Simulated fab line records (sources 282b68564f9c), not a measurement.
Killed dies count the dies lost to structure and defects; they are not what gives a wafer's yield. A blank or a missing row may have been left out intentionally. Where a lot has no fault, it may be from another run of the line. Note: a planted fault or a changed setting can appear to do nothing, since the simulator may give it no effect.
Struck lot and sound lot, side by side -- flow rit-cmos -- 15 out of 202 route steps
Sound: wafers L461.3, L461.4, L461.5. Wafers struck: L473.2, L473.3, L473.4. The cause is named last.
At each step with rows: each side's tool, then ch and its chambers, then its first start. Under that, the readings that differ: sound wafers -- struck wafers -- difference of the means -- sigmas: that difference in standard deviations of wafers without a fault.
alike: a reading whose means differ by less than 2 such deviations, as well as words and numbers matching on both sides. not compared: withheld readings; readings where some wafer has no value; bounds like >300 that might hide an equal value; numbers whose values overlap and for which the record gives no deviation.
A row with sigmas, a row that says differs or no value, or rows on one side alone: a step with any of these is where the two part. Numbers that don't overlap but have no deviation are shown without sigmas and don't part them. A reading that every wafer of one side lacks parts them only if that side has two wafers or more.

first, 2 steps without rows for these wafers: RIT_NRETRO_PEB_04; RIT_NRETRO_DEVELOP_05 (develop time 68 s).
RIT_NRETRO_OVL_MEAS_06:
  sound on overlay-02 at day 2 23:44; struck on overlay-01 at day 5 09:37
  alike: NRETRO_OVL
then, 2 steps without rows for these wafers: RIT_NRETRO_HARDBAKE_07 (time 120 s); RIT_NRETRO_IMPLANT_08.
RIT_NRETRO_STRIP_09: strips in O2, time 180 s.
  sound on plasma-asher-03 ch 0,1, day 3 00:13; struck on plasma-asher-04 ch 0,1, day 5 10:02
reading,sound,struck,difference,sigmas
o2-flow-sccm (sccm),4018 4001 4005,3990 3981 3970,-28,-2
  alike: drypump-motor-current-A
  not compared: rf-hours-counter-h
RIT_NRETRO_TW_MEAS_10:
  sound on film-metro-01 at day 3 00:21; struck on film-metro-01 at day 5 10:14
  alike: NRETRO_TW
then, 5 steps without rows for these wafers: RIT_PRETRO_HMDS_00 (prime time 60 s); RIT_PRETRO_COAT_01 (resist thk 1300 nm); RIT_PRETRO_SOFTBAKE_02 (time 60 s); RIT_PRETRO_EXPOSE_03 (exposes mask M5, target cd 43700 nm); RIT_PRETRO_PEB_04.
RIT_PRETRO_DEVELOP_05: develop time 68 s.
  sound on litho-track-02 ch 0, day 3 01:00; struck on litho-track-03 ch 0, day 5 11:00
reading,sound,struck,difference,sigmas
developer-temp-C (C),23.06 23.11 23.06,23.92 23.98 23.99,+0.89,+8
RIT_PRETRO_OVL_MEAS_06:
  sound on overlay-01 at day 3 01:22; struck on overlay-02 at day 5 11:17
reading,sound,struck,difference,sigmas
PRETRO_OVL (nm),3.1 0.1 1.6,-0.3 -1.6 -1.4,-2.7,-2
RIT_M1_PROBE_99:
  the record has rows for the sound wafers here (prober-02, day 4 05:26) and none for the struck ones

## WHERE THEY PART
Earliest at RIT_NRETRO_STRIP_09; latest, in this record, at RIT_M1_PROBE_99.

WHY: whatever the simulator had introduced
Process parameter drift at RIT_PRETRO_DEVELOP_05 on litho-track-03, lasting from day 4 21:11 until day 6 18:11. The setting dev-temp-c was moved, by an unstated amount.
